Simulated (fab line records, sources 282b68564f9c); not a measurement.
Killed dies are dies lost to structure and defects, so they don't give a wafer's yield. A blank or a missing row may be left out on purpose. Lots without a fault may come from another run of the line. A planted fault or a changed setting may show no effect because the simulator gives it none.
fab line records | flow rit_cmos
record lots=5 wafers=15 last_day=7
route steps=202 shown CONTACT@178 M1@184
lots that met no fault: from a run of the same line without faults
start_h: hours from the record's first day to the start of the lot's first wafer shown | wait_h: hours since the lot's step before | " the same as in the row above | L1.1+2: a row that stands for several wafers | - no value, or no start given | * or withheld: withheld | < > ~ a bound
route shown NAME@n: a module of which the file shows steps, and the number in the route of the first | usual: mean/standard deviation of fault-free wafers | same: alike in all rows | chamber/n: place in a boat | sites: the reading at each site | _std_site: their standard deviation | _edge_site: outer sites' mean less inner sites' | radius_mm: how far each site lies from the wafer's centre | mask NAME#n: copy n | behind: the tool/chamber that last shaped the wafer | hold: why the lot was held/for how many hours/how that ended | device: the transistor (n, p or np) that didn't switch | end of line: the same wafers' tests at the end of the route | a step without rows: its recipe alone | killed: dies lost to structure and defects at the first sort, not the wafer's yield | map: a wafer's dies, x killed, . not, _ none there
set.NAME: the setting as run; set.NAME@STEP: as run at that earlier step | model.NAME: the simulator's own value behind a step, which no gauge read
lots at some steps of the route; a table a step, a row a wafer
services: from which hour (start_h, from the record's first day; less than 0 if before it) a tool's chamber was out of use, for how many hours, and why
## steps
# step RIT_CONTACT_HARDBAKE_10
# recipe resist=NOVOLAK temp_c=140 time_s=60
# step RIT_CONTACT_ETCH_11
# recipe target_depth_a=4800 over_etch_frac=0.2 stop_on=TiSi2 chemistry=CHF3/CF4/Ar target=SiO2 CHF3_flow_sccm=50 cf4_flow_sccm=10 Ar_flow_sccm=100 O2_flow_sccm=5 pressure_mtorr=100 rf_w=200 time_s=320
# usual drypump_motor_current_A=5.6/0.54 oes_product_au=0.994/0.01 throttle_valve_pct=8.81/0.14
# same over_etch_frac=0.2
# columns lot.wafer tool chamber start_h wait_h drypump_motor_current_A oes_product_au rf_hours_counter_h throttle_valve_pct
L965.1 rie_diel-02 0 96.46 0.1 5.8 0.979 90 8.75
L965.2 " 2 " " 5.5 0.991 50 8.88
L965.5 " 2 " " 5.5 0.993 - 8.89
L976.1 rie_diel-01 1 149.58 0.1 6.1 0.997 149 8.98
L976.2 " 0 " " 6.2 0.983 144 8.93
L976.3 " 2 " " 6.3 0.990 0 8.68
L977.2 rie_diel-03 1 157.16 0.1 5.0 0.999 136 8.82
L977.4 " 0 " " 4.9 1.011 15 9.06
L977.5 " 2 " " 5.1 0.983 - 8.78
L978.2 rie_diel-01 0 158.79 0.1 6.2 0.980 145 8.91
L978.3 " 2 " " 6.3 1.001 1 8.70
L978.5 " 3 " " 6.7 1.010 - 8.76
L979.1 rie_diel-03 2 168.93 0.1 5.1 0.980 43 8.78
L979.2 " 0 " " 4.8 1.011 15 9.08
L979.3 " 3 " " 5.8 0.999 121 8.60
# step RIT_CONTACT_STRIP_12
# recipe chemistry=O2 time_s=180 resist=NOVOLAK platen_temp_c=withheld power_w=500 pressure_mtorr=4000 o2_flow_sccm=4000
# usual drypump_motor_current_A=5.6/0.41 rf_refl_power_W=6.5/1.9
# columns lot.wafer tool chamber start_h wait_h drypump_motor_current_A rf_hours_counter_h rf_refl_power_W
L965.1 plasma_asher-04 1 96.66 0.1 6.0 45 4.1
L965.2 " 0 " " 5.3 45 5.6
L965.5 " 1 " " 6.0 - 4.0
L976.1 plasma_asher-02 0 149.77 0.1 6.2 3 5.4
L976.2 " 1 " " 5.3 3 9.6
L976.3 " 0 " " 6.2 - 5.3
L977.2 plasma_asher-03 1 157.36 0.1 5.4 32 5.0
L977.4 " 0 " " 5.2 - 8.1
L977.5 " 1 " " 5.4 - 5.1
L978.2 plasma_asher-03 1 158.99 0.1 5.4 32 4.8
L978.3 " 1 " " 5.4 - 5.0
L978.5 " 0 " " 5.2 - 7.9
L979.1 plasma_asher-02 1 169.12 0.1 5.3 5 9.8
L979.2 " 0 " " 6.2 5 5.5
L979.3 " 1 " " 5.3 - 9.5
# step RIT_CONTACT_CD_MEAS_90
# recipe target_cd_nm=1000
# usual cd_nm=999.3/2.2
# columns lot.wafer tool chamber start_h wait_h cd_nm
L965.1 cd_sem-01 - 96.83 0.1 1004.1
L965.2 " - " " 1002.3
L965.5 " - " " 1004.1
L976.1 cd_sem-02 - 149.95 0.1 999.3
L976.2 " - " " 1003.5
L976.3 " - " " 1001.1
L977.2 cd_sem-01 - 157.55 0.1 998.3
L977.4 " - " " 997.7
L977.5 " - " " 997.1
L978.2 cd_sem-01 - 159.18 0.1 999.0
L978.3 " - " " 995.7
L978.5 " - " " 996.7
L979.1 cd_sem-01 - 169.30 0.1 998.9
L979.2 " - " " 1000.0
L979.3 " - " " 999.4
# step RIT_CONTACT_CLEAN_13
# recipe chemistry=SC1 mix=3:3:50 time_s=600 temp_c=75
# step RIT_CONTACT_CLEAN_14
# recipe chemistry=SC2 mix=3:3:50 time_s=600 temp_c=75 dry=n2_spin
# step RIT_M1_SPUTTER_00
# recipe material=Al target_thk_nm=400 power_w=2000 chamber_pressure_pa=0.4 gas=Ar time_s=500 substrate_temp_c=25
# usual throttle_valve_pct=29.9/0.89
# columns lot.wafer tool chamber start_h wait_h throttle_valve_pct
L965.1 pvd_sputter-04 - 97.32 0.0 29.1
L965.2 " - " " 31.2
L965.5 " - " " 29.1
L976.1 pvd_sputter-01 - 150.43 0.0 30.6
L976.2 " - " " 30.1
L976.3 " - " " 28.8
L977.2 pvd_sputter-04 - 158.02 0.0 29.7
L977.4 " - " " 30.0
L977.5 " - " " 30.4
L978.2 pvd_sputter-01 - 159.67 0.0 30.9
L978.3 " - " " 28.7
L978.5 " - " " 29.0
L979.1 pvd_sputter-04 - 169.77 0.0 31.0
L979.2 " - " " 30.2
L979.3 " - " " 29.1
# step RIT_M1_RS_MEAS_01
# recipe thk_meas_gauge=four-point-probe reads=Al_of_M1_SPUTTER_00
# usual M1_AL_RS=0.0729/0.00083
# columns lot.wafer tool chamber start_h wait_h M1_AL_RS[ohm/sq]
L965.1 film_metro-04 - 97.61 0.1 0.0736
L965.2 " - " " 0.0738
L965.5 " - " " 0.0733
L976.1 film_metro-01 - 150.73 0.1 0.0734
L976.2 " - " " 0.0738
L976.3 " - " " 0.0739
L977.2 film_metro-01 - 158.33 0.2 0.0705
L977.4 " - " " 0.0718
L977.5 " - " " 0.0722
L978.2 film_metro-02 - 159.98 0.2 0.0737
L978.3 " - " " 0.0742
L978.5 " - " " 0.0738
L979.1 film_metro-04 - 170.06 0.1 0.0717
L979.2 " - " " 0.0722
L979.3 " - " " 0.0719
# step RIT_M1_THK_MEAS_02
# recipe thk_meas_gauge=xrf reads=Al_of_M1_SPUTTER_00
# usual M1_AL_THK=401/6
# columns lot.wafer tool chamber start_h wait_h M1_AL_THK[nm]
L965.1 film_metro-04 - 97.73 0.1 395
L965.2 " - " " 396
L965.5 " - " " 394
L976.1 film_metro-01 - 150.85 0.1 393
L976.2 " - " " 396
L976.3 " - " " 395
L977.2 film_metro-01 - 158.44 0.1 412
L977.4 " - " " 403
L977.5 " - " " 403
L978.2 film_metro-02 - 160.09 0.1 402
L978.3 " - " " 396
L978.5 " - " " 398
L979.1 film_metro-04 - 170.18 0.1 405
L979.2 " - " " 404
L979.3 " - " " 404
# step RIT_M1_HMDS_03
# recipe prime_time_s=60 prime_temp_c=140
# step RIT_M1_COAT_04
# recipe resist=NOVOLAK spin_rpm=2000 resist_thk_nm=1300
# step RIT_M1_SOFTBAKE_05
# recipe resist=NOVOLAK temp_c=90 time_s=60
# step RIT_M1_EXPOSE_06
# recipe mask_id=M12 na=0.6 source_shape=conventional sigma_outer=0.5 target_cd_nm=2600 dose_mj=250
# columns lot.wafer tool chamber start_h wait_h mask
L965.1+2+5 iline_stepper-01 0 98.37 0.2 M12_R1#0
L976.1+2+3 iline_stepper-01 0 151.48 0.2 M12#0
L977.2+4+5 iline_stepper-02 0 159.09 0.2 M12#0
L978.2+3+5 iline_stepper-01 0 160.73 0.2 M12#0
L979.1+2+3 iline_stepper-02 0 170.81 0.2 M12#0
# step RIT_M1_PEB_07
# recipe resist=NOVOLAK temp_c=withheld time_s=withheld
# step RIT_M1_DEVELOP_08
# recipe resist=NOVOLAK develop_time_s=68 dev_temp_c=23
# step RIT_M1_CD_MEAS_09
# recipe target_cd_nm=2600
# usual cd_nm=2600.4/2.4
# columns lot.wafer tool chamber start_h wait_h hold cd_nm
L965.1 cd_sem-02 - 98.80 - await_dispo/0.2h/release 2247.5
L965.2 " - " " await_dispo/0.2h/release 2248.3
L965.5 " - " " await_dispo/0.2h/release 2248.6
L965.1 cd_sem-02 - 99.08 0.3 - 2247.2
L965.2 " - " " - 2247.8
L965.5 " - " " - 2248.7
L976.1 cd_sem-02 - 151.91 - - 2603.8
L976.2 " - " " - 2606.2
L976.3 " - " " - 2603.2
L977.2 cd_sem-02 - 159.52 - - 2600.3
L977.4 " - " " - 2600.0
L977.5 " - " " - 2601.5
L978.2 cd_sem-01 - 161.16 - - 2597.9
L978.3 " - " " - 2600.9
L978.5 " - " " - 2598.5
L979.1 cd_sem-02 - 171.24 - - 2604.9
L979.2 " - " " - 2602.8
L979.3 " - " " - 2605.5
# step RIT_M1_PROBE_99
# usual defect_limited_yield=97.4/1.2 killed_at_M0_to_M3=0.0/0.18 killed_at_contacts=0.1/0.32 killed_at_front_end=7/3 killed_dies=7/3.1 killed_open=3.3/1.8 killed_short=3.6/2 sort_bin_3_pad_short=0.1/0.22 sort_bin_5_function=1.4/0.84 sort_bin_6_memory=1.0/0.67 sort_n_pass=257/3.1 sort_yield_pct=97.4/1.2
# same gross_dies=264 killed_at_M4_up=0 killed_at_back_side=0 killed_at_other=0
# columns lot.wafer tool chamber start_h wait_h defect_limited_yield[%] killed_at_M0_to_M3 killed_at_contacts killed_at_front_end killed_dies killed_open killed_short sort_bin_3_pad_short[%] sort_bin_5_function[%] sort_bin_6_memory[%] sort_n_pass sort_yield_pct[%]
L977.2 prober-01 - 162.42 0.1 98.9 0 0 3 3 1 2 0 1.1 0 261 98.9
L977.4 prober-01 - 162.52 0.2 97.7 0 0 6 6 3 3 0 1.1 1.1 258 97.7
L977.5 prober-01 - 162.57 0.2 97.3 0 0 7 7 2 5 0.4 2.3 0 257 97.3
L978.2 prober-02 - 163.92 0.1 98.1 0 0 5 5 4 1 0 1.1 0.8 259 98.1
L978.3 prober-02 - 163.97 0.2 97.3 0 1 6 7 3 4 0.4 1.5 0.8 257 97.3
L978.5 prober-02 - 164.07 0.2 94.7 0 1 13 14 5 8 0.4 3.8 1.1 250 94.7
L979.1 prober-01 - 174.14 0.1 97.3 0 0 7 7 6 1 0 2.3 0.4 257 97.3
L979.2 prober-01 - 174.19 0.1 97.0 0 0 8 8 4 4 0.8 0.4 1.9 256 97.0
L979.3 prober-01 - 174.24 0.2 98.1 0 0 5 5 1 3 0.4 0.8 0.8 259 98.1
# killed by level:class
L977.2 FOX1:geometric_particle:short=1 SPACER:geometric_particle:open=1 SILICIDE:geometric_particle:short=1
L977.4 FOX1:geometric_particle:open=2 FOX1:geometric_particle:short=1 GATE:geometric_particle:short=1 REOX:geometric_particle:short=1 SPACER:geometric_particle:open=1
L977.5 GATE:geometric_particle:short=2 REOX:geometric_particle:short=2 FOX1:geometric_particle:short=1 GATE:geometric_particle:open=1 REOX:geometric_particle:open=1
L978.2 GATE:geometric_particle:open=3 FOX2:geometric_particle:open=1 GATE:geometric_particle:short=1
L978.3 SILICIDE:geometric_particle:open=2 FOX1:geometric_particle:short=1 FOX2:geometric_particle:short=1 GATE:geometric_particle:short=1 SPACER:geometric_particle:open=1 CONTACT:geometric_particle:short=1
L978.5 GATE:geometric_particle:short=5 GATE:geometric_particle:open=2 REOX:geometric_particle:short=2 ACTIVE:geometric_particle:short=1 FOX1:geometric_particle:open=1 SPACER:geometric_particle:open=1 SILICIDE:geometric_particle:open=1 CONTACT:coat_microbubble_printed=1
L979.1 FOX1:geometric_particle:open=2 SPACER:geometric_particle:open=2 FOX1:geometric_particle:short=1 FOX2:geometric_particle:open=1 GATE:geometric_particle:open=1
L979.2 FOX1:geometric_particle:open=3 FOX1:geometric_particle:short=2 GATE:geometric_particle:short=1 GATE:geometric_particle:open=1 REOX:geometric_particle:short=1
L979.3 GATE:geometric_particle:short=2 FOX1:geometric_particle:open=1 SPACER:geometric_particle:short=1 NSD:coat_microbubble_printed=1
## services
# columns tool chamber start_h hours kind
rie_diel-02 1 77.01 33.7 repair
iline_stepper-01 - 90.75 4.4 pm
iline_stepper-02 - 97.09 1.7 pm
rie_diel-02 0 105.67 10.8 repair
plasma_asher-03 - 107.98 6.8 repair
plasma_asher-02 - 108.75 9.0 pm
plasma_asher-02 0 108.75 9.0 vent_cycle
plasma_asher-02 1 108.75 9.0 vent_cycle
rie_diel-01 2 117.40 - clean
rie_diel-01 2 117.40 20.2 scheduled_down
rie_diel-01 2 117.40 20.2 vent_cycle
plasma_asher-02 0 117.75 - clean
plasma_asher-02 1 117.75 - clean
rie_diel-02 1 122.31 3.4 repair
plasma_asher-04 - 155.19 0.7 repair
rie_diel-01 1 157.92 - clean
rie_diel-01 1 157.92 17.2 scheduled_down
rie_diel-01 1 157.92 17.2 vent_cycle
rie_diel-01 0 166.76 6.1 repair
rie_diel-02 - 170.81 0.2 repair
## key
first_sign step=RIT_M1_EXPOSE_06 reading=mask direction=changed
effect step=RIT_M1_CD_MEAS_09 reading=visit direction=added
effect step=RIT_M1_CD_MEAS_09 reading=cd_nm direction=down sigmas=99+ usual=2600.4 struck=2248.1
met_at RIT_M1_EXPOSE_06
struck_wafers L965.1,L965.2,L965.5
scrapped_behind RIT_M1_CD_MEAS_09 L965.1,L965.2,L965.5
fault kind=wrong_mask tool=any chamber=- onset_h=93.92 steps=RIT_M1_EXPOSE_06 aux_copy=M12_R1#0 cd_offset_nm=-350 scope=struck_lots_only
